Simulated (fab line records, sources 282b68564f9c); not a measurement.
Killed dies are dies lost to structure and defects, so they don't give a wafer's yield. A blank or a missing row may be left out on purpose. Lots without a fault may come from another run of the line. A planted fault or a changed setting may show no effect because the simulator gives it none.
fab line records | flow rit_cmos | part 1 of 2: steps 1 to 32 of 44
record lots=5 wafers=15 last_day=7
route steps=202 shown NRETRO@53 PRETRO@64 GATE@75 FOX2@80
lots that met no fault: from a run of the same line without faults
start_h: hours from the record's first day to the start of the lot's first wafer shown | wait_h: hours since the lot's step before | " the same as in the row above | L1.1+2: a row that stands for several wafers | - no value, or no start given | * or withheld: withheld | < > ~ a bound
route shown NAME@n: a module of which the file shows steps, and the number in the route of the first | usual: mean/standard deviation of fault-free wafers | same: alike in all rows | chamber/n: place in a boat | sites: the reading at each site | _std_site: their standard deviation | _edge_site: outer sites' mean less inner sites' | radius_mm: how far each site lies from the wafer's centre | mask NAME#n: copy n | behind: the tool/chamber that last shaped the wafer | hold: why the lot was held/for how many hours/how that ended | device: the transistor (n, p or np) that didn't switch | end of line: the same wafers' tests at the end of the route | a step without rows: its recipe alone | killed: dies lost to structure and defects at the first sort, not the wafer's yield | map: a wafer's dies, x killed, . not, _ none there
set.NAME: the setting as run; set.NAME@STEP: as run at that earlier step | model.NAME: the simulator's own value behind a step, which no gauge read
lots at some steps of the route; a table a step, a row a wafer
services: from which hour (start_h, from the record's first day; less than 0 if before it) a tool's chamber was out of use, for how many hours, and why
## steps
# step RIT_NRETRO_HMDS_00
# recipe prime_time_s=60 prime_temp_c=140
# usual prime_temp_c=139.98/0.14
# columns lot.wafer tool chamber start_h wait_h prime_temp_c
L077.1 litho_track-03 0 47.98 0.3 140.03
L077.4 " 0 " " 139.89
L077.6 " 0 " " 140.18
L078.2 litho_track-01 0 53.06 0.1 140.12
L078.4 " 0 " " 140.09
L078.5 " 0 " " 140.14
L080.2 litho_track-03 0 62.79 0.1 140.04
L080.4 " 0 " " 139.96
L080.5 " 0 " " 140.02
L092.1 litho_track-04 0 124.57 0.2 140.21
L092.3 " 0 " " 140.10
L092.4 " 0 " " 140.07
L097.1 litho_track-03 0 147.59 0.1 140.09
L097.2 " 0 " " 139.95
L097.4 " 0 " " 140.11
# step RIT_NRETRO_COAT_01
# recipe resist=NOVOLAK spin_rpm=2000 resist_thk_nm=1300
# columns lot.wafer tool chamber start_h wait_h
L077.1+4+6 litho_track-03 0 48.13 0.1
L078.2+4+5 litho_track-01 0 53.21 0.1
L080.2+4+5 litho_track-03 0 62.94 0.1
L092.1+3+4 litho_track-04 0 124.72 0.1
L097.1+2+4 litho_track-03 0 147.74 0.1
# step RIT_NRETRO_SOFTBAKE_02
# recipe resist=NOVOLAK temp_c=90 time_s=60
# columns lot.wafer tool chamber start_h wait_h
L077.1+4+6 litho_track-03 0 48.28 0.1
L078.2+4+5 litho_track-01 0 53.36 0.1
L080.2+4+5 litho_track-03 0 63.09 0.1
L092.1+3+4 litho_track-04 0 124.87 0.1
L097.1+2+4 litho_track-03 0 147.89 0.1
# step RIT_NRETRO_EXPOSE_03
# recipe mask_id=M4 na=0.57 target_cd_nm=43900 dose_mj=250
# usual exposure_dose_mJ_cm2=250.01/0.25
# columns lot.wafer tool chamber start_h wait_h mask exposure_dose_mJ_cm2
L077.1 iline_stepper-02 0 48.43 0.1 M4#0 249.91
L077.4 " 0 " " M4#0 249.95
L077.6 " 0 " " M4#0 250.33
L078.2 iline_stepper-02 0 53.54 0.2 M4#0 250.03
L078.4 " 0 " " M4#0 250.21
L078.5 " 0 " " M4#0 250.11
L080.2 iline_stepper-02 0 63.23 0.1 M4#0 250.08
L080.4 " 0 " " M4#0 249.82
L080.5 " 0 " " M4#0 250.23
L092.1 iline_stepper-01 0 125.02 0.1 M4#0 250.30
L092.3 " 0 " " M4#0 249.89
L092.4 " 0 " " M4#0 249.49
L097.1 iline_stepper-02 0 148.16 0.2 M4#0 249.98
L097.2 " 0 " " M4#0 250.03
L097.4 " 0 " " M4#0 250.01
# step RIT_NRETRO_PEB_04
# recipe resist=NOVOLAK temp_c=withheld time_s=withheld
# columns lot.wafer tool chamber start_h wait_h
L077.1+4+6 litho_track-01 0 48.54 0.1
L078.2+4+5 litho_track-01 0 53.66 0.1
L080.2+4+5 litho_track-01 0 63.35 0.1
L092.1+3+4 litho_track-03 0 125.14 0.1
L097.1+2+4 litho_track-01 0 148.28 0.1
# step RIT_NRETRO_DEVELOP_05
# recipe resist=NOVOLAK develop_time_s=68 dev_temp_c=22.01
# columns lot.wafer tool chamber start_h wait_h
L077.1+4+6 litho_track-01 0 - -
L078.2+4+5 litho_track-01 0 - -
L080.2+4+5 litho_track-01 0 - -
L092.1+3+4 litho_track-03 0 - -
L097.1+2+4 litho_track-01 0 - -
# step RIT_NRETRO_OVL_MEAS_06
# usual NRETRO_OVL=0.8/1.3
# columns lot.wafer tool chamber start_h wait_h NRETRO_OVL[nm]
L077.1 overlay-01 - 48.86 - 0.1
L077.4 " - " " 0.6
L077.6 " - " " 0.1
L078.2 overlay-01 - 53.96 - 1.6
L078.4 " - " " 2.8
L078.5 " - " " 2.1
L080.2 overlay-02 - 63.65 - -1.9
L080.4 " - " " 1.6
L080.5 " - " " -0.4
L092.1 overlay-01 - 125.45 - -0.2
L092.3 " - " " 2.4
L092.4 " - " " 2.3
L097.1 overlay-01 - 148.59 - 1.4
L097.2 " - " " 2.6
L097.4 " - " " 0.6
# step RIT_NRETRO_HARDBAKE_07
# recipe resist=NOVOLAK temp_c=140 time_s=120
# columns lot.wafer tool chamber start_h wait_h
L077.1+4+6 litho_track-01 0 48.89 0.0
L078.2+4+5 litho_track-03 0 54.05 0.1
L080.2+4+5 litho_track-03 0 63.87 0.2
L092.1+3+4 litho_track-04 0 125.49 0.0
L097.1+2+4 litho_track-01 0 148.63 0.0
# step RIT_NRETRO_IMPLANT_08
# recipe species=P energy_kev=70 dose_cm2=1e+13 tilt_deg=7
# columns lot.wafer tool chamber start_h wait_h
L077.1+4+6 implanter-01 0 49.14 0.2
L078.2+4+5 implanter-01 0 54.28 0.2
L080.2+4+5 implanter-03 0 64.11 0.2
L092.1+3+4 implanter-01 0 125.74 0.2
L097.1+2+4 implanter-03 0 148.88 0.2
# step RIT_NRETRO_STRIP_09
# recipe chemistry=O2 time_s=180 resist=NOVOLAK platen_temp_c=withheld power_w=500 pressure_mtorr=4000 o2_flow_sccm=4000
# usual drypump_motor_current_A=6.1/0.34
# columns lot.wafer tool chamber start_h wait_h drypump_motor_current_A rf_hours_counter_h
L077.1 plasma_asher-04 0 49.29 0.1 5.8 25
L077.4 " 0 " " 5.8 -
L077.6 " 0 " " 5.8 -
L078.2 plasma_asher-02 1 54.41 0.1 6.3 41
L078.4 " 1 " " 6.3 -
L078.5 " 1 " " 6.4 -
L080.2 plasma_asher-02 0 64.23 0.1 6.3 43
L080.4 " 1 " " 6.3 -
L080.5 " 0 " " 6.3 -
L092.1 plasma_asher-01 0 125.89 0.1 5.7 47
L092.3 " 0 " " 5.7 -
L092.4 " 1 " " 6.4 -
L097.1 plasma_asher-01 0 149.03 0.1 5.6 51
L097.2 " 1 " " 6.4 51
L097.4 " 0 " " 5.7 -
# step RIT_NRETRO_TW_MEAS_10
# usual NRETRO_TW=1053/6.7
# columns lot.wafer tool chamber start_h wait_h NRETRO_TW
L077.1 film_metro-01 - 49.47 0.1 1050
L077.4 " - " " 1045
L077.6 " - " " 1043
L078.2 film_metro-03 - 54.59 0.1 1054
L078.4 " - " " 1054
L078.5 " - " " 1052
L080.2 film_metro-02 - 64.42 0.1 1073
L080.4 " - " " 1063
L080.5 " - " " 1065
L092.1 film_metro-01 - 126.06 0.1 1056
L092.3 " - " " 1054
L092.4 " - " " 1060
L097.1 film_metro-03 - 149.20 0.1 1049
L097.2 " - " " 1053
L097.4 " - " " 1051
# step RIT_PRETRO_HMDS_00
# recipe prime_time_s=60 prime_temp_c=140
# usual prime_temp_c=140.01/0.16
# columns lot.wafer tool chamber start_h wait_h prime_temp_c
L077.1 litho_track-01 0 49.53 0.1 140.03
L077.4 " 0 " " 140.07
L077.6 " 0 " " 139.96
L078.2 litho_track-04 0 54.68 0.1 140.01
L078.4 " 0 " " 139.80
L078.5 " 0 " " 139.96
L080.2 litho_track-01 0 64.49 0.1 139.95
L080.4 " 0 " " 139.95
L080.5 " 0 " " 139.91
L092.1 litho_track-01 0 126.12 0.1 140.39
L092.3 " 0 " " 140.05
L092.4 " 0 " " 139.99
L097.1 litho_track-01 0 149.26 0.1 140.18
L097.2 " 0 " " 139.81
L097.4 " 0 " " 140.34
# step RIT_PRETRO_COAT_01
# recipe resist=NOVOLAK spin_rpm=2000 resist_thk_nm=1300
# columns lot.wafer tool chamber start_h wait_h
L077.1+4+6 litho_track-01 0 49.68 0.1
L078.2+4+5 litho_track-04 0 54.83 0.1
L080.2+4+5 litho_track-01 0 64.64 0.1
L092.1+3+4 litho_track-01 0 126.27 0.1
L097.1+2+4 litho_track-01 0 149.41 0.1
# step RIT_PRETRO_SOFTBAKE_02
# recipe resist=NOVOLAK temp_c=90 time_s=60
# columns lot.wafer tool chamber start_h wait_h
L077.1+4+6 litho_track-01 0 49.83 0.1
L078.2+4+5 litho_track-04 0 54.98 0.1
L080.2+4+5 litho_track-01 0 64.79 0.1
L092.1+3+4 litho_track-01 0 126.42 0.1
L097.1+2+4 litho_track-01 0 149.56 0.1
# step RIT_PRETRO_EXPOSE_03
# recipe mask_id=M5 na=0.57 target_cd_nm=43700 dose_mj=250
# usual exposure_dose_mJ_cm2=250.02/0.26
# columns lot.wafer tool chamber start_h wait_h mask exposure_dose_mJ_cm2
L077.1 iline_stepper-02 0 50.10 0.2 M5#0 250.06
L077.4 " 0 " " M5#0 249.96
L077.6 " 0 " " M5#0 249.86
L078.2 iline_stepper-01 0 55.25 0.2 M5#0 250.12
L078.4 " 0 " " M5#0 250.00
L078.5 " 0 " " M5#0 250.11
L080.2 iline_stepper-02 0 65.06 0.2 M5#0 250.21
L080.4 " 0 " " M5#0 249.97
L080.5 " 0 " " M5#0 250.16
L092.1 iline_stepper-01 0 126.57 0.1 M5#0 250.11
L092.3 " 0 " " M5#0 249.97
L092.4 " 0 " " M5#0 249.99
L097.1 iline_stepper-02 0 149.84 0.2 M5#0 249.54
L097.2 " 0 " " M5#0 249.62
L097.4 " 0 " " M5#0 249.48
# step RIT_PRETRO_PEB_04
# recipe resist=NOVOLAK temp_c=withheld time_s=withheld
# columns lot.wafer tool chamber start_h wait_h
L077.1+4+6 litho_track-04 0 50.22 0.1
L078.2+4+5 litho_track-04 0 55.37 0.1
L080.2+4+5 litho_track-01 0 65.18 0.1
L092.1+3+4 litho_track-01 0 126.69 0.1
L097.1+2+4 litho_track-04 0 149.95 0.1
# step RIT_PRETRO_DEVELOP_05
# recipe resist=NOVOLAK develop_time_s=68 dev_temp_c=23
# columns lot.wafer tool chamber start_h wait_h
L077.1+4+6 litho_track-04 0 - -
L078.2+4+5 litho_track-04 0 - -
L080.2+4+5 litho_track-01 0 - -
L092.1+3+4 litho_track-01 0 - -
L097.1+2+4 litho_track-04 0 - -
# step RIT_PRETRO_OVL_MEAS_06
# usual PRETRO_OVL=1.0/1.6
# columns lot.wafer tool chamber start_h wait_h PRETRO_OVL[nm]
L077.1 overlay-02 - 50.54 - -3.7
L077.4 " - " " -1.6
L077.6 " - " " -2.4
L078.2 overlay-01 - 55.67 - 2.7
L078.4 " - " " 1.9
L078.5 " - " " 2.7
L080.2 overlay-01 - 65.48 - -1.1
L080.4 " - " " 0.5
L080.5 " - " " 0.5
L092.1 overlay-02 - 127.00 - 2.9
L092.3 " - " " 2.9
L092.4 " - " " 2.2
L097.1 overlay-02 - 150.27 - 0.6
L097.2 " - " " 1.0
L097.4 " - " " 1.0
# step RIT_PRETRO_HARDBAKE_07
# recipe resist=NOVOLAK temp_c=140 time_s=120
# columns lot.wafer tool chamber start_h wait_h
L077.1+4+6 litho_track-04 0 50.57 0.0
L078.2+4+5 litho_track-01 0 55.74 0.1
L080.2+4+5 litho_track-01 0 65.55 0.1
L092.1+3+4 litho_track-02 0 127.04 0.0
L097.1+2+4 litho_track-01 0 150.30 0.0
# step RIT_PRETRO_IMPLANT_08
# recipe species=B energy_kev=45 dose_cm2=1.176e+13 tilt_deg=7
# columns lot.wafer tool chamber start_h wait_h
L077.1+4+6 implanter-02 0 50.82 0.2
L078.2+4+5 implanter-03 0 55.97 0.2
L080.2+4+5 implanter-02 0 65.78 0.2
L092.1+3+4 implanter-03 0 127.29 0.2
L097.1+2+4 implanter-02 0 150.55 0.2
# step RIT_PRETRO_STRIP_09
# recipe chemistry=O2 time_s=180 resist=NOVOLAK platen_temp_c=withheld power_w=500 pressure_mtorr=4000 o2_flow_sccm=4000
# usual drypump_motor_current_A=5.9/0.3
# columns lot.wafer tool chamber start_h wait_h drypump_motor_current_A rf_hours_counter_h
L077.1 plasma_asher-03 0 50.97 0.1 5.9 39
L077.4 " 1 " " 6.1 -
L077.6 " 1 " " 6.1 -
L078.2 plasma_asher-03 0 56.10 0.1 5.9 40
L078.4 " 1 " " 6.1 -
L078.5 " 1 " " 6.1 -
L080.2 plasma_asher-03 1 65.91 0.1 6.1 41
L080.4 " 0 " " 5.9 -
L080.5 " 0 " " 5.9 -
L092.1 plasma_asher-01 0 127.44 0.1 5.7 47
L092.3 " 0 " " 5.6 -
L092.4 " 1 " " 6.3 -
L097.1 plasma_asher-03 0 150.70 0.1 5.9 51
L097.2 " 1 " " 6.1 51
L097.4 " 1 " " 6.1 -
# step RIT_PRETRO_TW_MEAS_10
# usual PRETRO_TW=475/3.6
# columns lot.wafer tool chamber start_h wait_h PRETRO_TW
L077.1 film_metro-01 - 51.15 0.1 474
L077.4 " - " " 471
L077.6 " - " " 474
L078.2 film_metro-01 - 56.28 0.1 470
L078.4 " - " " 472
L078.5 " - " " 468
L080.2 film_metro-04 - 66.09 0.1 481
L080.4 " - " " 478
L080.5 " - " " 480
L092.1 film_metro-02 - 127.62 0.1 475
L092.3 " - " " 475
L092.4 " - " " 475
L097.1 film_metro-01 - 150.88 0.1 473
L097.2 " - " " 474
L097.4 " - " " 473
# step RIT_GATE_WET_ETCH_00
# recipe chemistry=BOE target=SiO2 target_depth_nm=56 time_s=60 dry=n2_spin dilution=10:1 temp_c=21.5
# usual temp_c=21.53/0.1
# columns lot.wafer tool chamber start_h wait_h temp_c
L077.1 wet_bench-02 3 51.43 0.3 21.51
L077.4 " 3 " " 21.60
L077.6 " 3 " " 21.58
L078.2 wet_bench-04 0 56.33 0.0 21.52
L078.4 " 0 " " 21.43
L078.5 " 0 " " 21.45
L080.2 wet_bench-04 2 66.14 0.0 21.49
L080.4 " 2 " " 21.61
L080.5 " 2 " " 21.48
L092.1 wet_bench-01 0 127.68 0.1 21.92
L092.3 " 0 " " 21.56
L092.4 " 0 " " 21.48
L097.1 wet_bench-04 3 150.94 0.1 21.60
L097.2 " 3 " " 21.76
L097.4 " 3 " " 21.72
# step RIT_GATE_CLEAN_01
# recipe chemistry=SC1 mix=3:3:50 time_s=600 temp_c=75
# usual temp_c=75.01/0.14
# columns lot.wafer tool chamber start_h wait_h temp_c
L077.1 wet_bench-02 3 51.53 0.0 74.96
L077.4 " 3 " " 74.88
L077.6 " 3 " " 75.13
L078.2 wet_bench-04 3 56.36 0.0 75.01
L078.4 " 3 " " 74.90
L078.5 " 3 " " 74.89
L080.2 wet_bench-02 2 66.17 0.0 74.88
L080.4 " 2 " " 74.76
L080.5 " 2 " " 74.84
L092.1 wet_bench-04 3 127.70 0.0 75.10
L092.3 " 3 " " 75.00
L092.4 " 3 " " 75.01
L097.1 wet_bench-02 1 150.96 0.0 75.03
L097.2 " 1 " " 75.05
L097.4 " 1 " " 75.10
# step RIT_GATE_CLEAN_02
# recipe chemistry=dHF dilution=50:1 time_s=30
# columns lot.wafer tool chamber start_h wait_h
L077.1+4+6 wet_bench-04 3 51.94 0.0
L078.2+4+5 wet_bench-04 1 56.53 0.0
L080.2+4+5 wet_bench-04 0 66.36 0.0
L092.1+3+4 wet_bench-01 1 127.89 0.0
L097.1+2+4 wet_bench-04 1 151.14 0.0
# step RIT_GATE_CLEAN_03
# recipe chemistry=SC2 mix=3:3:50 time_s=600 temp_c=75 dry=n2_spin
# usual temp_c=74.99/0.12
# columns lot.wafer tool chamber start_h wait_h temp_c
L077.1 wet_bench-02 2 51.96 0.0 74.82
L077.4 " 2 " " 75.05
L077.6 " 2 " " 74.71
L078.2 wet_bench-04 3 56.55 0.0 74.95
L078.4 " 3 " " 75.08
L078.5 " 3 " " 74.93
L080.2 wet_bench-02 2 66.37 0.0 75.05
L080.4 " 2 " " 75.00
L080.5 " 2 " " 75.15
L092.1 wet_bench-02 0 127.91 0.0 75.12
L092.3 " 0 " " 75.10
L092.4 " 0 " " 75.00
L097.1 wet_bench-02 1 151.15 0.0 75.09
L097.2 " 1 " " 75.14
L097.4 " 1 " " 75.03
# step RIT_GATE_CLEAN_04
# recipe chemistry=dHF dilution=50:1 time_s=60 dry=n2_spin
# columns lot.wafer tool chamber start_h wait_h
L077.1+4+6 wet_bench-04 2 52.38 0.0
L078.2+4+5 wet_bench-04 2 56.72 0.0
L080.2+4+5 wet_bench-02 3 66.56 0.0
L092.1+3+4 wet_bench-04 2 128.09 0.0
L097.1+2+4 wet_bench-04 3 151.33 0.0
# step RIT_FOX2_THK_MEAS_91
# recipe reads=SiO2_of_FOX2_OXIDATION_00
# usual FIELD_OXIDE_LEFT_2_THK=249/6.8
# columns lot.wafer tool chamber start_h wait_h FIELD_OXIDE_LEFT_2_THK[nm]
L077.1 film_metro-02 - 52.40 0.0 252
L077.4 " - " " 252
L077.6 " - " " 250
L078.2 film_metro-04 - 56.76 0.0 255
L078.4 " - " " 256
L078.5 " - " " 263
L080.2 film_metro-04 - 66.60 0.0 260
L080.4 " - " " 256
L080.5 " - " " 254
L092.1 film_metro-04 - 128.12 0.0 245
L092.3 " - " " 250
L092.4 " - " " 250
L097.1 film_metro-02 - 151.35 0.0 255
L097.2 " - " " 247
L097.4 " - " " 247
# step RIT_GATE_OXIDATION_05
# recipe temp_c=900 ambient=O2 target_thk_a=30 ox_time_s=270
# usual ox_temp_c_max=903.2/1.2 spike_tc_load_C=928/3.8 tube_center_temp_C=900/0.087
# columns lot.wafer tool chamber start_h wait_h ox_temp_c_max spike_tc_load_C tube_center_temp_C
L077.1 furnace-04 0 54.06 1.6 902.4 925 900.03
L077.4 " 0 " " 902.4 922 900.07
L077.6 " 0 " " 902.1 925 900.15
L078.2 furnace-04 0 57.68 0.9 902.3 924 900.03
L078.4 " 0 " " 902.4 923 899.94
L078.5 " 0 " " 901.6 925 899.99
L080.2 furnace-04 0 69.87 3.3 902.2 925 899.99
L080.4 " 0 " " 902.7 924 899.96
L080.5 " 0 " " 902.2 925 899.95
L092.1 furnace-04 0 129.06 0.9 903.8 925 900.07
L092.3 " 0 " " 902.0 927 899.98
L092.4 " 0 " " 902.4 924 899.95
L097.1 furnace-03 0 152.20 0.8 903.5 931 900.03
L097.2 " 0 " " 903.8 930 899.98
L097.4 " 0 " " 903.2 933 900.05
# step RIT_GATE_ANNEAL_06
# recipe temp_c=900 time_s=600 ambient=N2O
# usual spike_tc_load_C=927/3.2 tube_center_temp_C=899.99/0.084
# columns lot.wafer tool chamber start_h wait_h spike_tc_load_C tube_center_temp_C
L077.1 furnace-03 0 57.19 2.1 932 899.98
L077.4 " 0 " " 931 899.96
L077.6 " 0 " " 932 900.11
L078.2 furnace-04 0 58.76 0.0 924 900.07
L078.4 " 0 " " 925 900
L078.5 " 0 " " 925 899.99
L080.2 furnace-04 0 72.26 1.3 924 899.95
L080.4 " 0 " " 924 899.96
L080.5 " 0 " " 924 900.01
L092.1 furnace-04 0 133.38 3.2 925 900.01
L092.3 " 0 " " 923 899.97
L092.4 " 0 " " 924 900.07
L097.1 furnace-04 0 153.71 0.4 925 900.08
L097.2 " 0 " " 925 900.06
L097.4 " 0 " " 925 899.89
# step RIT_GATE_THK_MEAS_07
# recipe reads=SiO2_of_GATE_OXIDATION_05
# usual GATE_OXIDE_THK=3.01/0.06
# columns lot.wafer tool chamber start_h wait_h GATE_OXIDE_THK[nm]
L077.1 film_metro-04 - 57.44 0.0 3.18
L077.4 " - " " 3.14
L077.6 " - " " 3.11
L078.2 film_metro-04 - 59.02 0.0 3.14
L078.4 " - " " 3.04
L078.5 " - " " 3.12
L080.2 film_metro-02 - 72.52 0.0 3.02
L080.4 " - " " 2.98
L080.5 " - " " 3.03
L092.1 film_metro-02 - 133.63 0.0 2.99
L092.3 " - " " 2.99
L092.4 " - " " 3.00
L097.1 film_metro-04 - 153.96 0.0 2.91
L097.2 " - " " 3.01
L097.4 " - " " 3.00
# step RIT_GATE_CVD_08
# recipe material=poly-Si target_thk_nm=250 temp_c=610 precursor=SiH4 time_s=2220 pressure_mtorr=300 sih4_flow_sccm=100
# usual spike_tc_load_C=629.8/2.2
# columns lot.wafer tool chamber start_h wait_h spike_tc_load_C
L077.1 lpcvd-01 1 57.50 0.1 629.2
L077.4 " 1 " " 630.5
L077.6 " 1 " " 628.8
L078.2 lpcvd-01 1 59.92 0.9 629.3
L078.4 " 1 " " 629.2
L078.5 " 1 " " 627.5
L080.2 lpcvd-01 0 73.73 1.2 627.3
L080.4 " 0 " " 627.6
L080.5 " 0 " " 628.2
L092.1 lpcvd-01 1 133.69 0.1 629.6
L092.3 " 1 " " 628.9
L092.4 " 1 " " 628.4
L097.1 lpcvd-01 1 154.02 0.1 627.2
L097.2 " 1 " " 628.8
L097.4 " 1 " " 629.8
